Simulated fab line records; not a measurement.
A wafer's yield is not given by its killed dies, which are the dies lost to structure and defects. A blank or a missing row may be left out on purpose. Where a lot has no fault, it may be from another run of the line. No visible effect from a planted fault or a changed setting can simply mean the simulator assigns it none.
Struck lot and sound lot, side by side || flow berkeley-cmos170 || 16 steps out of a route of 331
Sound: wafers L128.1, L128.4, L128.5. The struck wafers were L118.1, L118.3, L118.5. At the end, the cause is stated.
At each step with rows: each side's tool, then ch and its chambers, then its first start. Under that, the readings that differ: sound wafers || struck wafers || difference of the means || sigmas: that difference in standard deviations of wafers without a fault.
alike: words and numbers the same on both sides, and readings whose means are apart by under 2 such deviations; not compared: readings that were withheld, readings missing a value for some wafer, numbers with overlapping values and no deviation given by the record, and bounds like >300 which may hide the same value.
A row with sigmas, a row that says differs or no value, or rows on one side alone: a step with any of these is where the two part. When numbers do not overlap yet have no deviation, they are printed without sigmas and do not part them. A reading that every wafer of one side lacks parts them only if that side has two wafers or more.

first, 3 steps without rows for these wafers: UCB170_BACKSIDE_HMDS_00 (prime time 60 s); UCB170_BACKSIDE_COAT_01 (resist thk 900 nm); UCB170_BACKSIDE_SOFTBAKE_02 (time 60 s).
UCB170_BACKSIDE_STRIP_03: strips in O2.
  sound on plasma-asher-03 ch 0,1, day 10 13:50; struck on plasma-asher-02 ch 0,1, day 8 22:53
  alike: drypump-motor-current-A, oes-product-au, strip-time-to-endpoint-s
  not compared: rf-hours-counter-h
then, 1 step without rows for these wafers: UCB170_BACKSIDE_CLEAN_04 (cleans in SPM, time 600 s).
UCB170_SDANNEAL_RTA_00: time 10 s.
  sound on rtp-anneal-01 ch 0, day 10 14:08; struck on rtp-anneal-01 ch 0, day 8 23:09
  alike: chamber-o2-ppm, lamp-power-pct, wafer_temp_C_max
UCB170_SDANNEAL_RTA_01: time 5 s.
  sound on rtp-anneal-01 ch 0, day 10 14:11; struck on rtp-anneal-01 ch 0, day 8 23:13
  alike: chamber-o2-ppm, lamp-power-pct, wafer_temp_C_max
UCB170_SDANNEAL_RS_MEAS_02: uses a four-point probe to measure.
  sound on film-metro-01 at day 10 14:15; struck on film-metro-01 at day 8 23:17
{"reading": "PSD_RS (ohm/sq)", "sound": "76.0 75.9 76.0", "struck": "75.4 75.1 75.6", "difference": -0.6, "sigmas": -2}
UCB170_SDANNEAL_RS_MEAS_03: uses a four-point probe to measure.
  sound on film-metro-01 at day 10 14:22; struck on film-metro-01 at day 8 23:24
  alike: NSD_RS
UCB170_SDANNEAL_RS_MEAS_04: uses a four-point probe to measure.
  sound on film-metro-01 at day 10 14:29; struck on film-metro-01 at day 8 23:31
  alike: PLDD_RS
UCB170_SDANNEAL_RS_MEAS_05: uses a four-point probe to measure.
  sound on film-metro-01 at day 10 14:37; struck on film-metro-01 at day 8 23:38
  alike: NLDD_RS
then, 1 step without rows for these wafers: UCB170_SILICIDE_PRE_CLEAN_00 (preclean etch time 60 s).
UCB170_SILICIDE_SPUTTER_01: material Ti, target thk 30 nm, time 25 s.
  sound on pvd-sputter-04 at day 10 14:48; struck on pvd-sputter-01 at day 8 23:49
  no value came back on the struck wafers for cathode-dc-power-W (W), chamber-pressure-pa (Pa), throttle-valve-pct (%); on the sound wafers cathode-dc-power-W (W) reads 1500.0 1499.9 1499.9
UCB170_SILICIDE_RS_MEAS_02: uses a four-point probe to measure.
  sound on film-metro-02 at day 10 14:50; struck on film-metro-02 at day 8 23:51
{"reading": "SILICIDE_TI_RS (ohm/sq)", "sound": "26.6 26.5 26.4", "struck": "- - -", "difference": "no value on the struck wafers", "sigmas": ""}
UCB170_SILICIDE_THK_MEAS_03: measures by xrf.
  sound on film-metro-02 at day 10 14:57; struck on film-metro-02 at day 8 23:58
{"reading": "SILICIDE_TI_THK (nm)", "sound": "29.7 29.7 30.0", "struck": "<0.0 <0.0 <0.0", "difference": "differs", "sigmas": ""}
UCB170_SILICIDE_RTA_04: time 15 s.
  sound on rtp-anneal-02 ch 0, day 10 15:01; struck on rtp-anneal-01 ch 0, day 9 00:02
  alike: chamber-o2-ppm, lamp-power-pct, wafer_temp_C_max

== WHERE THEY PART ==
Last at UCB170_SILICIDE_THK_MEAS_03 as far as this record goes, first at UCB170_SDANNEAL_RS_MEAS_02. Later steps at which nothing parts them and some readings are alike: UCB170_SILICIDE_RTA_04.

WHY: what the simulator had put in
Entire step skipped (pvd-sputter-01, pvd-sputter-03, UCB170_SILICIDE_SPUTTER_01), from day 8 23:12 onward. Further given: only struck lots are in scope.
